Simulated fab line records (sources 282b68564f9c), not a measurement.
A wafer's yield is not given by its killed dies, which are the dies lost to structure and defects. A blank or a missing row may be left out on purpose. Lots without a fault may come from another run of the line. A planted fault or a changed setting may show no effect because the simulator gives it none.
The tool behind it: which one? + flow rit cmos + Sampling: 14 lots, 42 wafers, 5 of 202 route steps

== WHAT THE GAUGES READ, wafer by wafer ==
RIT_CONTACT_THK_MEAS_01. Usual: CONTACT_TEOS_THK gives 400 nm (standard deviation 5.5).
| lot  | measured    | on            | CONTACT_TEOS_THK (nm) | flag |
|------|-------------|---------------|-----------------------|------|
| L834 | day 3 18:49 | film metro-04 | 403 409 404           |      |
| L835 | day 4 02:32 | film metro-01 | 403 407 410           |      |
| L836 | day 4 12:11 | film metro-04 | 404 402 397           |      |
| L838 | day 4 13:56 | film metro-04 | 394 406 398           |      |
| L839 | day 4 20:44 | film metro-02 | 400 412 410           |      |
| L840 | day 5 01:41 | film metro-04 | 402 396 404           |      |
| L841 | day 5 08:18 | film metro-04 | 404 402 405           |      |
| L843 | day 5 15:12 | film metro-04 | 400 398 399           |      |
| L847 | day 6 09:55 | film metro-01 | 396 354 399           | OFF  |
| L850 | day 7 03:17 | film metro-02 | 354 395 394           | OFF  |
| L851 | day 7 06:24 | film metro-04 | 392 399 398           |      |
| L852 | day 7 11:56 | film metro-04 | 394 400 395           |      |
| L854 | day 7 22:23 | film metro-01 | 386 395 402           |      |
| L855 | day 8 00:47 | film metro-01 | 397 399 402           |      |

== WHICH TOOL RAN EACH LOT (tool, then ch and the chambers of the sampled wafers, then the start) ==
| lot  | RIT_NRETRO_STRIP_09                 | RIT_NLDD_STRIP_09                   | RIT_SILICIDE_RTA_06             | RIT_CONTACT_CVD_00             |
|------|-------------------------------------|-------------------------------------|---------------------------------|--------------------------------|
| L834 | plasma asher-03 ch 0, day 2 19:27   | plasma asher-02 ch 0, day 3 09:04   | rtp anneal-01 ch 0, day 3 18:41 | pecvd-02 ch 1,2, day 3 18:46   |
| L835 | plasma asher-04 ch 0,1, day 3 00:50 | plasma asher-02 ch 0,1, day 3 16:46 | rtp anneal-02 ch 0, day 4 02:25 | pecvd-01 ch 0,2, day 4 02:29   |
| L836 | plasma asher-01 ch 0,1, day 3 06:50 | plasma asher-03 ch 0,1, day 4 01:43 | rtp anneal-02 ch 0, day 4 12:04 | pecvd-02 ch 0,1,2, day 4 12:07 |
| L838 | plasma asher-01 ch 0,1, day 3 14:32 | plasma asher-03 ch 0,1, day 4 04:18 | rtp anneal-01 ch 0, day 4 13:49 | pecvd-01 ch 0,1, day 4 13:53   |
| L839 | plasma asher-03 ch 0,1, day 3 19:34 | plasma asher-04 ch 0,1, day 4 10:56 | rtp anneal-02 ch 0, day 4 20:38 | pecvd-04 ch 0,1,2, day 4 20:40 |
| L840 | plasma asher-04 ch 0,1, day 4 03:40 | plasma asher-02 ch 0,1, day 4 15:17 | rtp anneal-01 ch 0, day 5 01:34 | pecvd-02 ch 1,2, day 5 01:37   |
| L841 | plasma asher-01 ch 0,1, day 4 09:19 | plasma asher-03 ch 0,1, day 4 23:22 | rtp anneal-02 ch 0, day 5 08:11 | pecvd-01 ch 0,1,2, day 5 08:15 |
| L843 | plasma asher-01 ch 0,1, day 4 16:29 | plasma asher-03 ch 0,1, day 5 06:31 | rtp anneal-02 ch 0, day 5 15:05 | pecvd-02 ch 0,1,2, day 5 15:09 |
| L847 | plasma asher-03 ch 0,1, day 5 10:52 | plasma asher-02 ch 0,1, day 6 01:04 | rtp anneal-02 ch 0, day 6 09:48 | pecvd-01 ch 0,1,2, day 6 09:52 |
| L850 | plasma asher-04 ch 0, day 6 01:29   | plasma asher-02 ch 0,1, day 6 17:55 | rtp anneal-02 ch 0, day 7 03:10 | pecvd-01 ch 0,1,2, day 7 03:14 |
| L851 | plasma asher-03 ch 0,1, day 6 06:27 | plasma asher-04 ch 0,1, day 6 20:50 | rtp anneal-02 ch 0, day 7 06:17 | pecvd-04 ch 0,1, day 7 06:20   |
| L852 | plasma asher-03 ch 0,1, day 6 12:29 | plasma asher-04 ch 0,1, day 7 02:59 | rtp anneal-02 ch 0, day 7 11:49 | pecvd-02 ch 0,1,2, day 7 11:53 |
| L854 | plasma asher-01 ch 0,1, day 7 00:44 | plasma asher-02 ch 0,1, day 7 13:45 | rtp anneal-02 ch 0, day 7 22:16 | pecvd-04 ch 0,1, day 7 22:20   |
| L855 | plasma asher-03 ch 0, day 7 03:29   | plasma asher-02 ch 0, day 7 16:10   | rtp anneal-02 ch 0, day 8 00:40 | pecvd-02 ch 0,1, day 8 00:43   |
- RIT_NRETRO_STRIP_09: strips in O2, time 180 s.
- RIT_NLDD_STRIP_09: strips in O2, time 180 s.
- RIT_SILICIDE_RTA_06: time 10 s, ramp up 5 s, ramp down 10 s.
- RIT_CONTACT_CVD_00: deposits SiO2 from TEOS, target thk 400 nm, time 61 s.

== WHAT THE TOOLS THEMSELVES READ (means of the sampled wafers that have a number; where no wafer has one, the mark that the record gives instead) ==
RIT_NRETRO_STRIP_09. Usual: drypump motor current A reads 5.6 A (standard deviation 0.37).
| lot  | tool            | drypump motor current A (A) | flag |
|------|-----------------|-----------------------------|------|
| L834 | plasma asher-03 | 5.7                         |      |
| L835 | plasma asher-04 | 5.2                         |      |
| L836 | plasma asher-01 | 5.9                         |      |
| L838 | plasma asher-01 | 5.8                         |      |
| L839 | plasma asher-03 | 5.8                         |      |
| L840 | plasma asher-04 | 5.2                         |      |
| L841 | plasma asher-01 | 5.8                         |      |
| L843 | plasma asher-01 | 5.8                         |      |
| L847 | plasma asher-03 | 5.8                         |      |
| L850 | plasma asher-04 | 5.0                         |      |
| L851 | plasma asher-03 | 5.9                         |      |
| L852 | plasma asher-03 | 5.9                         |      |
| L854 | plasma asher-01 | 6.0                         |      |
| L855 | plasma asher-03 | 5.8                         |      |

RIT_NLDD_STRIP_09. Usual: drypump motor current A reads 5.72 A (standard deviation 0.28).
| lot  | tool            | drypump motor current A (A) | flag |
|------|-----------------|-----------------------------|------|
| L834 | plasma asher-02 | 5.74                        |      |
| L835 | plasma asher-02 | 5.82                        |      |
| L836 | plasma asher-03 | 5.94                        |      |
| L838 | plasma asher-03 | 5.94                        |      |
| L839 | plasma asher-04 | 5.21                        |      |
| L840 | plasma asher-02 | 5.76                        |      |
| L841 | plasma asher-03 | 5.95                        |      |
| L843 | plasma asher-03 | 5.92                        |      |
| L847 | plasma asher-02 | 5.81                        |      |
| L850 | plasma asher-02 | 5.83                        |      |
| L851 | plasma asher-04 | 5.38                        |      |
| L852 | plasma asher-04 | 5.20                        |      |
| L854 | plasma asher-02 | 5.78                        |      |
| L855 | plasma asher-02 | 5.73                        |      |

RIT_SILICIDE_RTA_06. Usual: wafer_temp_C_max reads 753.5 (standard deviation 1.8).
| lot  | tool          | wafer_temp_C_max | flag |
|------|---------------|------------------|------|
| L834 | rtp anneal-01 | 754.5            |      |
| L835 | rtp anneal-02 | 752.0            |      |
| L836 | rtp anneal-02 | 752.6            |      |
| L838 | rtp anneal-01 | 757.3            |      |
| L839 | rtp anneal-02 | 752.2            |      |
| L840 | rtp anneal-01 | 756.2            |      |
| L841 | rtp anneal-02 | 752.8            |      |
| L843 | rtp anneal-02 | 752.9            |      |
| L847 | rtp anneal-02 | 752.3            |      |
| L850 | rtp anneal-02 | 752.5            |      |
| L851 | rtp anneal-02 | 752.7            |      |
| L852 | rtp anneal-02 | 752.3            |      |
| L854 | rtp anneal-02 | 752.2            |      |
| L855 | rtp anneal-02 | 752.1            |      |

RIT_CONTACT_CVD_00. Usual: heater power w reads 306 W (standard deviation 33).
| lot  | tool     | heater power w (W) | flag |
|------|----------|--------------------|------|
| L834 | pecvd-02 | 350                |      |
| L835 | pecvd-01 | 258                |      |
| L836 | pecvd-02 | 320                |      |
| L838 | pecvd-01 | 272                |      |
| L839 | pecvd-04 | 326                |      |
| L840 | pecvd-02 | 328                |      |
| L841 | pecvd-01 | 286                |      |
| L843 | pecvd-02 | 320                |      |
| L847 | pecvd-01 | 290                |      |
| L850 | pecvd-01 | 279                |      |
| L851 | pecvd-04 | 306                |      |
| L852 | pecvd-02 | 321                |      |
| L854 | pecvd-04 | 333                |      |
| L855 | pecvd-02 | 315                |      |

== THE ANSWER, worked out from the rows above alone ==
Rule: take the mean of a lot's wafers that have a number; if it is more than 3 standard deviations from the usual mean, the lot is off. A lot without any number at a reading at which 4 lots or more have one is off too. Where the step has rows for the other lots, those lots are counted as sound. The gauges are gone through in route order, then the tools' own readings, and for those a lot's mean is taken as printed above. At the first step where some lot is off, the reading lying furthest off is the one used; lots without a number count as furthest.
Off: L847, L850, seen at RIT_CONTACT_THK_MEAS_01 (CONTACT_TEOS_THK).
A tool fits if, at a process step before that reading, it ran every lot that is off, and no sound lot after the first of them. The gauges at RIT_CONTACT_THK_MEAS_01 are tried like those tools. One candidate fits, namely pecvd-01 at RIT_CONTACT_CVD_00. Its last sound lot is L841 (day 5 08:15), its first lot that is off L847 (day 6 09:52): a fault that began between those two fits.

== WHAT WAS PUT IN BY THE SIMULATOR ==
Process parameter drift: pecvd-01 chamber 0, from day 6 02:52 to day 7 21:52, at RIT_CONTACT_CVD_00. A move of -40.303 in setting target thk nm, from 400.
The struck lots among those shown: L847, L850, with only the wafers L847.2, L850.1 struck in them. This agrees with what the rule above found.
